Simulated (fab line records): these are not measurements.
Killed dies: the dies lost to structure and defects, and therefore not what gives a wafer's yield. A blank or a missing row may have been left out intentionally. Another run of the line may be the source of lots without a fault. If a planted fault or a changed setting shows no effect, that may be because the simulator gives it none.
Which tool was responsible? | flow rit cmos | 42 wafers sampled from 14 lots at 1 step of a route of 202

## WHAT THE GAUGES SHOWED, per wafer
No reading from a measuring or inspecting step in the record can be judged against a usual standard deviation.

## WHAT TOOL EACH LOT RAN ON (gives the tool, then ch and the chambers of the sampled wafers, and finally the start)
lot  | RIT_NWELL_HARDBAKE_07
L858 | litho track-03 ch 0, day 1 22:09
L862 | litho track-01 ch 0, day 2 17:05
L863 | litho track-03 ch 0, day 2 23:53
L864 | litho track-03 ch 0, day 3 03:47
L865 | litho track-01 ch 0, day 3 09:37
L866 | litho track-01 ch 0, day 3 16:23
L867 | litho track-01 ch 0, day 3 21:00
L868 | litho track-04 ch 0, day 3 23:05
L869 | litho track-04 ch 0, day 4 03:52
L870 | litho track-03 ch 0, day 4 10:25
L871 | litho track-03 ch 0, day 4 15:24
L874 | litho track-03 ch 0, day 5 06:04
L875 | litho track-04 ch 0, day 5 10:52
L876 | litho track-03 ch 0, day 5 16:05
- RIT_NWELL_HARDBAKE_07: time 120 s.

## AS READ BY THE TOOLS THEMSELVES (means over the sampled wafers that have a number; for cases with no such wafer, the mark the record gives instead)
RIT_NWELL_HARDBAKE_07.
lot  | tool           | heater power total W (W) | plate temp C (C)
L858 | litho track-03 | 52.04                    | 140.12
L862 | litho track-01 | 52.00                    | 139.96
L863 | litho track-03 | 52.00                    | 140.10
L864 | litho track-03 | 52.05                    | 140.14
L865 | litho track-01 | 52.08                    | 139.97
L866 | litho track-01 | 52.07                    | 140.01
L867 | litho track-01 | 52.02                    | 140.04
L868 | litho track-04 | 52.07                    | 139.89
L869 | litho track-04 | 51.97                    | 140.02
L870 | litho track-03 | 52.01                    | 140.05
L871 | litho track-03 | 52.04                    | 140.01
L874 | litho track-03 | 51.56                    | 139.14
L875 | litho track-04 | 52.10                    | 140.05
L876 | litho track-03 | 51.51                    | 139.06

## THE ANSWER, worked out from the rows above alone
Rule: usual is defined by the lots themselves. Put in order of their means at a reading, lots are off if they are a third of the lots or fewer, leave a main group of 4 or more, and stand apart from it by a gap of 3 or more times the standard deviation of the main group's means; of several such gaps the widest counts. Not used: any main group whose means are identical at the precision the tables above print for the reading. Also off: a lot with no number at a reading for which 4 or more lots have one. Where the step has rows for the other lots, those lots are counted as sound. Order of review: gauges by route order, followed by the tools' own readings, for which a lot's mean as printed above is used. The first step at which some lot is off is used, and at that step the reading that is off furthest; a lot without a number counts as furthest.
Off: L874, L876 (RIT_NWELL_HARDBAKE_07, heater power total W). Main group: mean 52.04 W, sd 0.037.
A tool fits if, at that step or a process step before it, it ran every lot that is off, and no sound lot after the first of them. One candidate fits, namely litho track-03 at RIT_NWELL_HARDBAKE_07. Its last sound lot is L871 (day 4 15:24), its first lot that is off L874 (day 5 06:04): a fault that began between those two fits.
The tool's own readings at RIT_NWELL_HARDBAKE_07 bear it out: on the lots that are off they differ by more than 5 times the standard deviation of the sound lots' means. heater power total W reads 51.53 W there against 52.04 W on the sound lots; plate temp C reads 139.10 C there against 140.03 C on the sound lots.

## WHAT THE SIMULATOR PUT IN
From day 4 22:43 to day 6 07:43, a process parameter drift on litho track-03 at RIT_NWELL_HARDBAKE_07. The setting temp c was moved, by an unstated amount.
Shown lots that were struck: L874, L876. The rule above reached the same finding.
